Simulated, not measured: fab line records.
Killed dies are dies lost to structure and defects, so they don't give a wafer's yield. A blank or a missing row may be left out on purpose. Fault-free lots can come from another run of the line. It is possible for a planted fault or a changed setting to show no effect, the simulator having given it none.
Chamber matching | flow ritCmos | 3 sister chambers for RIT_SILICIDE_WET_ETCH_00 on wetBench-02
The step etches SiO2 in BOE, target depth 14 nm, time 15 s. 3 wafers are shown with their chamber, then 4 later ones without.

== WAFERS WITH THEIR CHAMBER ==
wafer  | chamber | runLengthS (s)
L657.6 | 0       | 41.3
L669.6 | 3       | 45.7
L670.3 | 2       | 46.6

== WAFERS WHOSE CHAMBER IS MISSING ==
wafer  | runLengthS (s)
L670.4 | 46.6
L673.1 | 42.0
L673.2 | 42.0
L673.6 | 42.0

== EACH ONE'S CHAMBER ==
wafer  | from the rows above     | in truth
L670.4 | can't be placed: 2 or 3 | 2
L673.1 | 0                       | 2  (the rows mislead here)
L673.2 | 0                       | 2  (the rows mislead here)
L673.6 | 0                       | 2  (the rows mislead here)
Placed correctly: 0 of 4. Not placeable from these rows: 1 (in 1, the candidates include the true chamber). Number placed wrongly: 3.
How it was worked out, from the rows above alone: a wafer's distance from a chamber is the root of the sum, over the readings, of the square of ((its reading less the chamber's mean) divided by the reading's scatter). If the next closest chamber is less than 2 further off than the closest, the wafer can't be placed; otherwise it belongs to the closest. The mean given for a chamber averages the wafers shown for that chamber. The scatter: with one shown wafer a chamber, the root of the mean of the squares of how far each hidden wafer lies from its nearest shown one.
